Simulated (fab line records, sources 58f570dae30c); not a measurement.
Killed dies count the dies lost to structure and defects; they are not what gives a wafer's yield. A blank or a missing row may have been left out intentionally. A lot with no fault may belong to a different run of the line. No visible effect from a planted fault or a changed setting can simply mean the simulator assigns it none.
A struck lot beside a sound one || flow berkeleyCmos170 || 15 steps out of a route of 331
Sound: these wafers, L582.2, L582.3, L582.6. Wafers L600.1, L600.2, L600.3 were the ones struck. Last of all comes the cause.
Per side, at each step with rows, come the tool, then ch with its chambers, and then its first start. Under that, the readings that differ: sound wafers || struck wafers || difference of the means || sigmas: that difference in standard deviations of wafers without a fault.
alike: readings with means less than 2 such deviations apart, plus words and numbers identical on both sides. not compared: withheld readings, readings lacking a value on some wafer, bounds such as >300 that could conceal the same value, and numbers that have no deviation in the record and whose values overlap.
Wherever a step has rows on one side only, a row that says differs or no value, or a row with sigmas, the two part there. When numbers do not overlap yet have no deviation, they are printed without sigmas and do not part them. A reading missing from all wafers of one side parts the sides only when that side holds two or more wafers.

first, 2 steps without rows for these wafers: UCB170_GATE_ANNEAL_03 (time 1800 s); UCB170_GATE_CVD_04 (deposits poly-Si from SiH4, time 1440 s, target thk 214 nm).
UCB170_GATE_THK_MEAS_05:
  sound on filmMetro-02, day 7 20:14; struck on filmMetro-04, day 11 18:14
  alike: GATE_POLY_THK
then, 6 steps without rows for these wafers: UCB170_GATE_COAT_06; UCB170_GATE_COAT_07 (resist thk 900 nm); UCB170_GATE_SOFTBAKE_08 (time 60 s); UCB170_GATE_EXPOSE_09 (exposes mask POLY, target cd 350 nm); UCB170_GATE_PEB_10; UCB170_GATE_DEVELOP_11 (develop time 45 s).
UCB170_GATE_CD_MEAS_12 targets a cd of 350 nm.
  sound on cdSem-01, day 7 21:45; struck on cdSem-01, day 11 19:28
  alike: cdNm
UCB170_GATE_OVL_MEAS_13:
  sound on overlay-02, day 7 21:52; struck on overlay-02, day 11 19:35
  alike: GATE_OVL
UCB170_GATE_ETCH_14: etches BARC in N2/H2.
  sound on rieDiel-04 ch 0,1,3, day 7 21:53; struck on rieDiel-02 ch 1,2,3, day 11 19:37
  alike: drypumpMotorCurrentA, h2FlowSccm, oesProductAu, throttleValvePct
UCB170_GATE_ETCH_15: etches poly-Si in HBr/Cl2, stops on SiO2, time 56.3 s, target depth 278.2 nm.
  sound on rieSi-02 ch 0,1, day 7 21:56; struck on rieSi-02 ch 0,1,2, day 11 19:40
{"reading": "oesProductAu (a.u.)", "sound": "0.823 0.845 0.835", "struck": "0.946 0.960 0.974", "difference": "+0.126", "sigmas": "+13"}
{"reading": "overEtchFrac", "sound": "0.3 0.3 0.3", "struck": "0.06 0.06 0.06", "difference": -0.24, "sigmas": ""}
{"reading": "model.KrF_of_GATE_COAT_07.thkNm (nm)", "sound": "773.9 776.1 772.4", "struck": "796.7 793.9 794.8", "difference": "+21.0", "sigmas": ""}
  alike: drypumpMotorCurrentA, throttleValvePct
  not compared: rfHoursCounterH
UCB170_GATE_STRIP_16: strips in O2.
  sound on plasmaAsher-04 ch 1, day 7 21:59; struck on plasmaAsher-02 ch 0,1, day 11 19:43
  alike: drypumpMotorCurrentA, oesProductAu
  not compared: rfHoursCounterH
UCB170_M3_PROBE_99:
  sound on prober-02, day 9 21:01; struck on prober-01, day 13 11:55
{"reading": "model.etest.nldd.rsOhmSq", "sound": "774 779.9 776.8", "struck": "790.2 787.4 785.4", "difference": "+10.8", "sigmas": ""}
  not compared: model.etest.pldd.rsOhmSq, model.etest.polyCombOverSteps.leakLog10AUm, model.etest.polyCombOverSteps.overLimit

WHERE THEY PART
At UCB170_GATE_ETCH_15 and nowhere else, as far as this record goes. Later steps at which nothing parts them and some readings are alike: UCB170_GATE_STRIP_16.

WHY: what the simulator had put in
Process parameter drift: rieSi-02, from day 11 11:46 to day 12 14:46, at UCB170_GATE_ETCH_15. Setting overEtchFrac, moved by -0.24, from 0.3.
